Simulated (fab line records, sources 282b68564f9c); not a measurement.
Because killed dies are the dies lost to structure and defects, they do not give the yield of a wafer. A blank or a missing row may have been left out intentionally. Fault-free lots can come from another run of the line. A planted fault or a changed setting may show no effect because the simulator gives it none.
Which tool is to blame? -- flow ritCmos -- Sampling: 7 lots, 21 wafers, 3 of 202 route steps

## WHAT THE GAUGES SHOWED, per wafer
RIT_PSD_TW_MEAS_10.
lot,measured,on,PSD_TW
L757,day 3 06:32,filmMetro-02,3408 3399 3411
L759,day 3 20:39,filmMetro-04,3427 3415 3426
L762,day 4 11:49,filmMetro-04,3390 3379 3393
L769,day 5 19:58,filmMetro-02,30 30 30
L771,day 6 12:00,filmMetro-02,30 30 30
L776,day 7 10:44,filmMetro-03,3420 3407 3414
L778,day 7 21:52,filmMetro-04,3390 3386 3386

## WHICH TOOL RAN EACH LOT (tool, then ch and the chambers of the sampled wafers, then the start)
lot,RIT_NRETRO_STRIP_09,RIT_NSD_STRIP_09
L757,"plasmaAsher-04 ch 0,1, day 2 11:05","plasmaAsher-01 ch 0,1, day 3 04:50"
L759,"plasmaAsher-02 ch 0,1, day 2 22:20","plasmaAsher-01 ch 0,1, day 3 18:58"
L762,"plasmaAsher-03 ch 0,1, day 3 15:00","plasmaAsher-02 ch 0,1, day 4 10:13"
L769,"plasmaAsher-04 ch 0,1, day 5 00:32","plasmaAsher-03 ch 0,1, day 5 18:21"
L771,"plasmaAsher-04 ch 0,1, day 5 09:29","plasmaAsher-03 ch 0,1, day 6 10:27"
L776,"plasmaAsher-02 ch 0,1, day 6 14:40","plasmaAsher-01 ch 0,1, day 7 09:10"
L778,"plasmaAsher-02 ch 0,1, day 6 21:19","plasmaAsher-03 ch 0,1, day 7 20:17"
- RIT_NRETRO_STRIP_09: strips in O2, time 180 s.
- RIT_NSD_STRIP_09: strips in O2, time 180 s.

## THE ANSWER, worked out from the rows above alone
Rule: the lots themselves supply what counts as usual. Put in order of their means at a reading, lots are off if they are a third of the lots or fewer, leave a main group of 4 or more, and stand apart from it by a gap of 3 or more times the standard deviation of the main group's means; of several such gaps the widest counts. A main group whose means are all the same, to the digits that the tables above print for the reading, isn't used. A lot without any number at a reading at which 4 lots or more have one is off too. The other lots that the step has rows for count as sound.
Off: L769, L771, at RIT_PSD_TW_MEAS_10 (PSD_TW). Main group: mean 3403, sd 14.
If a tool, at a process step before that reading, ran all the lots that are off and no sound lot after the first of them, it fits. Those tools and the gauges at RIT_PSD_TW_MEAS_10 are tried in the same way. Undecided on this evidence; 2 tools fit (plasmaAsher-04 at RIT_NRETRO_STRIP_09, filmMetro-02 at RIT_PSD_TW_MEAS_10).

## WHAT WAS PUT IN BY THE SIMULATOR
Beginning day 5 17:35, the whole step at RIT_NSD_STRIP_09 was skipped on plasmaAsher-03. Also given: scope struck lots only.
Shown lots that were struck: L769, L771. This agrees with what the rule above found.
